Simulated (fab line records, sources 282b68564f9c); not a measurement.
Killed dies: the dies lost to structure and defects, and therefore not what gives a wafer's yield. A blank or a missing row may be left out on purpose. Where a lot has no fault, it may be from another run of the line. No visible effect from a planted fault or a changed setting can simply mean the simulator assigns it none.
Struck lot and sound lot, side by side    flow rit cmos    15 out of 202 route steps
Sound: wafers L400.1, L400.4, L400.5. The struck wafers were L410.3, L410.4, L410.6. At the end, the cause is stated.
At each step with rows: each side's tool, then ch and its chambers, then its first start. Under that, the readings that differ: sound wafers    struck wafers    difference of the means    sigmas: that difference in standard deviations of wafers without a fault.
alike: readings with means less than 2 such deviations apart, plus words and numbers identical on both sides. not compared: withheld readings, readings lacking a value on some wafer, bounds such as >300 that could conceal the same value, and numbers that have no deviation in the record and whose values overlap.
The two part at a step that has a row with sigmas, a row that says differs or no value, or rows on one side only. Numbers that have no deviation but don't overlap get no sigmas and don't part them. A reading that every wafer of one side lacks parts them only if that side has two wafers or more.

RIT_GATE_OVL_MEAS_17:
  sound on overlay-01, day 2 21:41; struck on overlay-02, day 5 01:56
  alike: GATE_OVL
then, 1 step without rows for these wafers: RIT_GATE_HARDBAKE_18 (time 60 s).
RIT_GATE_ETCH_19: etches poly-Si in SF6/CHF3/O2, stops on SiO2, time 165 s, target depth 312.5 nm.
  sound on rie si-01 ch 1,3, day 2 21:52; struck on rie si-02 ch 0,2, day 5 02:07
  alike: drypump motor current A, oes product au, rf fwd power W, throttle valve pct
  not compared: rf hours counter h
RIT_GATE_STRIP_20: strips in O2, time 180 s.
  sound on plasma asher-01 ch 0, day 2 21:58; struck on plasma asher-03 ch 0,1, day 5 02:17
reading                      sound           struck          difference  sigmas
drypump motor current A (A)  5.68 5.66 5.65  6.08 6.14 6.14  +0.46       +2
  not compared: rf hours counter h
RIT_GATE_CD_MEAS_90: the cd target is 150 nm.
  sound on cd sem-01, day 2 22:09; struck on cd sem-02, day 5 02:26
  alike: cd nm
then, 4 steps without rows for these wafers: RIT_REOX_CLEAN_00 (cleans in SC1, time 600 s); RIT_REOX_CLEAN_01 (cleans in dHF, time 30 s); RIT_REOX_CLEAN_02 (cleans in SC2, time 600 s); RIT_REOX_OXIDATION_03 (target thk 25.2 nm, ox time 5580 s).
RIT_REOX_THK_MEAS_04:
  sound on film metro-02, day 3 01:11; struck on film metro-02, day 5 06:00
  alike: REOX_OXIDE_THK
then, 2 steps without rows for these wafers: RIT_NLDD_HMDS_00 (prime time 60 s); RIT_NLDD_COAT_01 (resist thk 1000 nm).
RIT_NLDD_SOFTBAKE_02: time 60 s.
  sound on litho track-04 ch 0, day 3 01:33; struck on litho track-04 ch 0, day 5 06:23
reading                   sound              struck             difference  sigmas
heater power total W (W)  34.60 34.61 34.57  35.25 35.27 35.25  +0.66       +13
plate temp C (C)          90.10 89.86 90.16  91.28 91.40 91.34  +1.30       +12
  alike: resist line temp C
then, 1 step without rows for these wafers: RIT_NLDD_EXPOSE_03 (exposes mask M7, target cd 40700 nm).
RIT_M1_PROBE_99:
  sound on prober-01, day 3 17:52; struck on prober-01, day 5 22:42
  alike: killed at contacts, killed at front end, killed dies, killed open, killed short

== WHERE THEY PART ==
First at RIT_GATE_STRIP_20; last, within this record, at RIT_NLDD_SOFTBAKE_02. Later steps at which nothing parts them and some readings are alike: RIT_M1_PROBE_99.

WHY: what the simulator had put in
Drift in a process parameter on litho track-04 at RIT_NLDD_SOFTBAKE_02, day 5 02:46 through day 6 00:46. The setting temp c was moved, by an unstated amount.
